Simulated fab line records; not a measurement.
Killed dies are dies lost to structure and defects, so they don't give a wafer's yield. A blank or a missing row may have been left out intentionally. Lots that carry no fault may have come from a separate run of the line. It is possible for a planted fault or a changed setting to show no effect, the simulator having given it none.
A lot that was struck, set against a sound lot	flow berkeley_cmos170	44 out of 331 route steps
Sound: these wafers, L373.1, L373.3, L373.5. Wafers L382.1, L382.3, L382.4 were the ones struck. The cause is given at the end.
Each step with rows lists, per side, the tool, then ch with its chambers, then its first start. Under that, the readings that differ: sound wafers	struck wafers	difference of the means	sigmas: that difference in standard deviations of wafers without a fault.
alike: readings with means less than 2 such deviations apart, plus words and numbers identical on both sides. not compared: withheld readings, readings lacking a value on some wafer, bounds such as >300 that could conceal the same value, and numbers that have no deviation in the record and whose values overlap.
A row with sigmas, a row that says differs or no value, or rows on one side alone: a step with any of these is where the two part. Numbers that have no deviation but don't overlap get no sigmas and don't part them. Lack of a reading on every wafer of one side parts them only where that side has two or more wafers.

first, 1 step without rows for these wafers: UCB170_GATE_ETCH_15 (etches poly-Si in HBr/Cl2, stops on SiO2, time 56.3 s, target depth 278.2 nm).
UCB170_GATE_STRIP_16: strips in O2.
  sound on plasma_asher-04 ch 0,1, day 6 11:04; struck on plasma_asher-04 ch 0,1, day 7 18:59
  alike: drypump_motor_current_A, oes_product_au
  not compared: rf_hours_counter_h
UCB170_GATE_CD_MEAS_90: the cd target is 350 nm.
  sound on cd_sem-02, day 6 11:10; struck on cd_sem-02, day 7 19:05
reading	sound	struck	difference	sigmas
cd_nm (nm)	350.3 350.8 350.9	347.9 347.6 346.2	-3.4	-2
then, 7 steps without rows for these wafers: UCB170_GATE_CLEAN_17 (cleans in SPM, time 600 s); UCB170_PLDD_HMDS_00 (prime time 60 s); UCB170_PLDD_COAT_01 (resist thk 900 nm); UCB170_PLDD_SOFTBAKE_02 (time 60 s); UCB170_PLDD_EXPOSE_03 (exposes mask PSELECT, target cd 1200 nm); UCB170_PLDD_PEB_04; UCB170_PLDD_DEVELOP_05 (develop time 45 s).
UCB170_PLDD_CD_MEAS_06: the cd target is 1200 nm.
  sound on cd_sem-02, day 6 13:34; struck on cd_sem-01, day 7 20:59
  alike: cd_nm
UCB170_PLDD_OVL_MEAS_07:
  sound on overlay-02, day 6 13:41; struck on overlay-01, day 7 21:06
  alike: PLDD_OVL
UCB170_PLDD_IMPLANT_08:
  sound on implanter-03 ch 0, day 6 13:43; struck on implanter-04 ch 0, day 7 21:08
reading	sound	struck	difference	sigmas
tilt_deg (degrees)	6.995 7.026 7.002	8.363 8.369 8.345	+1.351	+71
  alike: beam_energy_keV, rotation_deg
after that, 1 step had no rows for these wafers: UCB170_PLDD_IMPLANT_09.
UCB170_PLDD_STRIP_10: strips in O2.
  sound on plasma_asher-03 ch 0,1, day 6 14:01; struck on plasma_asher-01 ch 0,1, day 7 21:26
  alike: drypump_motor_current_A, oes_product_au, strip_time_to_endpoint_s
  not compared: rf_hours_counter_h
UCB170_PLDD_TW_MEAS_11:
  sound on film_metro-03, day 6 14:07; struck on film_metro-01, day 7 21:32
  alike: PLDD_TW
then, 7 steps without rows for these wafers: UCB170_PLDD_CLEAN_12 (cleans in SPM, time 600 s); UCB170_NLDD_HMDS_00 (prime time 60 s); UCB170_NLDD_COAT_01 (resist thk 900 nm); UCB170_NLDD_SOFTBAKE_02 (time 60 s); UCB170_NLDD_EXPOSE_03 (exposes mask NSELECT, target cd 1200 nm); UCB170_NLDD_PEB_04; UCB170_NLDD_DEVELOP_05 (develop time 45 s).
UCB170_NLDD_CD_MEAS_06: the cd target is 1200 nm.
  sound on cd_sem-02, day 6 17:26; struck on cd_sem-01, day 8 00:13
  alike: cd_nm
UCB170_NLDD_OVL_MEAS_07:
  sound on overlay-02, day 6 17:34; struck on overlay-02, day 8 00:20
reading	sound	struck	difference	sigmas
NLDD_OVL (nm)	3 1 0	-18 -13 -13	-16	-3
then, 2 steps without rows for these wafers: UCB170_NLDD_IMPLANT_08; UCB170_NLDD_IMPLANT_09.
UCB170_NLDD_STRIP_10: strips in O2.
  sound on plasma_asher-03 ch 0,1, day 6 17:54; struck on plasma_asher-03 ch 0,1, day 8 00:41
  alike: drypump_motor_current_A, oes_product_au, strip_time_to_endpoint_s
  not compared: rf_hours_counter_h
UCB170_NLDD_TW_MEAS_11:
  sound on film_metro-02, day 6 18:00; struck on film_metro-01, day 8 00:47
  alike: NLDD_TW
then, 1 step without rows for these wafers: UCB170_NLDD_CLEAN_12 (cleans in SPM, time 600 s).
UCB170_SPACER_CVD_00: deposits SiO2 from TEOS/O2, target thk 376 nm, time 47 s.
  sound on pecvd-04 ch 0,1, day 6 18:14; struck on pecvd-04 ch 0,1, day 8 01:02
  alike: heater_power_w, rf_fwd_power_W
UCB170_SPACER_THK_MEAS_01:
  sound on film_metro-04, day 6 18:17; struck on film_metro-01, day 8 01:04
  alike: SPACER_TEOS_THK
then, 1 step without rows for these wafers: UCB170_SPACER_ANNEAL_02 (time 1800 s).
UCB170_SPACER_ETCHBACK_03: etches SiO2 in CHF3/CF4/Ar, stops on Si, target depth 376 nm, time 100 s.
  sound on rie_diel-04 ch 0,1,3, day 6 22:50; struck on rie_diel-03 ch 0,2,3, day 8 04:08
  alike: drypump_motor_current_A, oes_product_au, rf_fwd_power_W, throttle_valve_pct
  not compared: rf_hours_counter_h
then, 6 steps without rows for these wafers: UCB170_PSD_HMDS_00 (prime time 60 s); UCB170_PSD_COAT_01 (resist thk 900 nm); UCB170_PSD_SOFTBAKE_02 (time 60 s); UCB170_PSD_EXPOSE_03 (exposes mask PSELECT MOD, target cd 1200 nm); UCB170_PSD_PEB_04; UCB170_PSD_DEVELOP_05 (develop time 45 s).
UCB170_PSD_CD_MEAS_06: the cd target is 1200 nm.
  sound on cd_sem-02, day 7 00:30; struck on cd_sem-01, day 8 05:26
  alike: cd_nm
UCB170_PSD_OVL_MEAS_07:
  sound on overlay-01, day 7 00:37; struck on overlay-01, day 8 05:34
reading	sound	struck	difference	sigmas
PSD_OVL (nm)	1 4 -1	-12 -13 -13	-14	-2
UCB170_SDANNEAL_RS_MEAS_04: uses a four-point probe to measure.
  sound on film_metro-01, day 7 04:34; struck on film_metro-02, day 8 09:37
reading	sound	struck	difference	sigmas
PLDD_RS (ohm/sq)	1029 1029 1029	- - -	no value on the struck wafers	
UCB170_M3_PROBE_99:
  the record has rows for the sound wafers here (prober-02, day 8 08:21) and none for the struck ones

== WHERE THEY PART ==
Earliest at UCB170_GATE_CD_MEAS_90; latest, in this record, at UCB170_M3_PROBE_99.

WHY: the cause the simulator had injected
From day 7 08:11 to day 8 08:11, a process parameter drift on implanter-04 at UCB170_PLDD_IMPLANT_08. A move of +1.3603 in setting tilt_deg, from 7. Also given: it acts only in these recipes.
